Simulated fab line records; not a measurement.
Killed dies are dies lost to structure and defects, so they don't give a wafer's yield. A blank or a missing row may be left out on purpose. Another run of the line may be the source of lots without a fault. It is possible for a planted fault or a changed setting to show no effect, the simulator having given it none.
What tool caused it? | flow berkeley_cmos170 | 12 lots with 36 wafers sampled at 4 steps, on a route of 331 steps

== WHAT EACH GAUGE READ, for each wafer ==
UCB170_ACTIVE_OVL_MEAS_14.
lot  | measured    | on         | ACTIVE_OVL (nm)
L269 | day 4 19:30 | overlay-01 | 5 4 10
L270 | day 4 19:37 | overlay-01 | 2 0 -4
L272 | day 4 19:49 | overlay-01 | 8 6 3
L273 | day 5 03:08 | overlay-01 | 5 1 3
L282 | day 7 03:09 | overlay-02 | 6 0 1
L281 | day 7 03:26 | overlay-02 | -1 6 -2
L284 | day 7 10:57 | overlay-02 | -4 -4 -4
L285 | day 7 10:58 | overlay-01 | 2 15 9
L287 | day 7 16:01 | overlay-02 | 0 2 -1
L290 | day 8 08:47 | overlay-02 | 1 2 -4
L289 | day 8 09:07 | overlay-02 | 2 10 13
L291 | day 8 18:32 | overlay-01 | -11 -5 -7

UCB170_SDANNEAL_RS_MEAS_02: a four-point-probe measurement.
lot  | measured     | on            | PSD_RS (ohm/sq)
L269 | day 7 01:58  | film_metro-01 | 75.49 75.05 75.35
L270 | day 7 01:39  | film_metro-04 | 75.81 75.60 75.80
L272 | day 7 01:30  | film_metro-01 | 74.98 75.13 74.85
L273 | day 7 14:34  | film_metro-01 | 75.62 75.67 75.75
L282 | day 9 22:56  | film_metro-02 | 76.18 76.28 76.07
L281 | day 9 23:23  | film_metro-04 | 75.66 75.44 75.45
L284 | day 9 22:46  | film_metro-04 | 75.70 75.58 75.39
L285 | day 9 23:13  | film_metro-01 | 75.49 75.96 75.51
L287 | day 10 01:18 | film_metro-02 | 75.58 75.59 75.63
L290 | day 11 00:41 | film_metro-01 | 75.87 75.82 75.74
L289 | day 11 01:50 | film_metro-04 | 75.48 75.73 75.37
L291 | day 11 10:01 | film_metro-04 | 75.23 75.30 75.50

UCB170_M3_CD_MEAS_15: target cd 700 nm.
lot  | measured     | on        | cd_nm (nm)
L269 | day 8 02:58  | cd_sem-02 | 698.9 699.5 700.0
L270 | day 8 02:49  | cd_sem-02 | 701.8 701.4 701.3
L272 | day 8 03:08  | cd_sem-01 | 699.7 701.1 699.5
L273 | day 8 17:45  | cd_sem-01 | 700.7 699.4 700.3
L282 | day 11 04:18 | cd_sem-01 | 699.6 698.0 699.3
L281 | day 10 21:46 | cd_sem-02 | 700.3 701.4 700.1
L284 | day 10 22:01 | cd_sem-02 | 701.5 699.7 700.3
L285 | day 11 04:47 | cd_sem-02 | 699.3 700.8 699.5
L287 | day 11 04:23 | cd_sem-02 | 701.1 698.4 699.0
L290 | day 12 00:41 | cd_sem-02 | 701.7 698.2 699.5
L289 | day 11 23:46 | cd_sem-01 | 700.6 700.9 701.2
L291 | day 12 09:16 | cd_sem-01 | 702.1 701.8 701.1

== WHICH TOOL RAN EACH LOT (tool, then ch and the chambers of the sampled wafers, then the start) ==
lot  | UCB170_CONTACT_EXPOSE_12
L269 | krf_scanner-02 ch 0, day 7 06:56
L270 | krf_scanner-01 ch 0, day 7 06:42
L272 | krf_scanner-02 ch 0, day 7 06:15
L273 | krf_scanner-02 ch 0, day 7 20:36
L282 | krf_scanner-01 ch 0, day 10 04:51
L281 | krf_scanner-02 ch 0, day 10 04:31
L284 | krf_scanner-01 ch 0, day 10 03:09
L285 | krf_scanner-01 ch 0, day 10 04:46
L287 | krf_scanner-01 ch 0, day 10 06:49
L290 | krf_scanner-01 ch 0, day 11 05:18
L289 | krf_scanner-01 ch 0, day 11 06:32
L291 | krf_scanner-01 ch 0, day 11 14:07
- UCB170_CONTACT_EXPOSE_12: exposes mask CONT, target cd 700 nm.

== WHAT THE TOOLS THEMSELVES READ (means of the sampled wafers that have a number; where no wafer has one, the mark that the record gives instead) ==
UCB170_CONTACT_EXPOSE_12.
lot  | tool           | exposure_dose_mJ_cm2
L269 | krf_scanner-02 | 35.02
L270 | krf_scanner-01 | 34.94
L272 | krf_scanner-02 | 35.02
L273 | krf_scanner-02 | 35.03
L282 | krf_scanner-01 | 34.97
L281 | krf_scanner-02 | 34.68
L284 | krf_scanner-01 | 35.01
L285 | krf_scanner-01 | 35.00
L287 | krf_scanner-01 | 34.96
L290 | krf_scanner-01 | 35.02
L289 | krf_scanner-01 | 34.98
L291 | krf_scanner-01 | 34.98

== THE ANSWER, worked out from the rows above alone ==
Rule: usual is defined by the lots themselves. Put in order of their means at a reading, lots are off if they are a third of the lots or fewer, leave a main group of 4 or more, and stand apart from it by a gap of 3 or more times the standard deviation of the main group's means; of several such gaps the widest counts. A main group whose means are all the same, to the digits that the tables above print for the reading, isn't used. A lot without any number at a reading at which 4 lots or more have one is off too. Where the step has rows for the other lots, those lots are counted as sound. After the gauges, taken in route order, come the tools' own readings; for these a lot's mean is taken, as printed above. The first step at which some lot is off is used, and at that step the reading that is off furthest; a lot without a number counts as furthest.
Off at UCB170_CONTACT_EXPOSE_12 (exposure_dose_mJ_cm2): L281. Main group: mean 34.99, sd 0.028.
A tool fits if, at that step or a process step before it, it ran every lot that is off, and no sound lot after the first of them. One candidate fits, namely krf_scanner-02 at UCB170_CONTACT_EXPOSE_12. Its last sound lot is L273 (day 7 20:36), its first lot that is off L281 (day 10 04:31): a fault that began between those two fits.
The tool's own readings at UCB170_CONTACT_EXPOSE_12 bear it out: on the lots that are off they differ by more than 5 times the standard deviation of the sound lots' means. exposure_dose_mJ_cm2 reads 34.68 there against 34.99 on the sound lots.

== WHAT THE SIMULATOR HAD INSERTED ==
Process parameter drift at UCB170_CONTACT_EXPOSE_12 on krf_scanner-02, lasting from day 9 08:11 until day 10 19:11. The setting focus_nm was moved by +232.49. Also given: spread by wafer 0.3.
Struck lots among those shown: L281. The rule above reached the same finding.
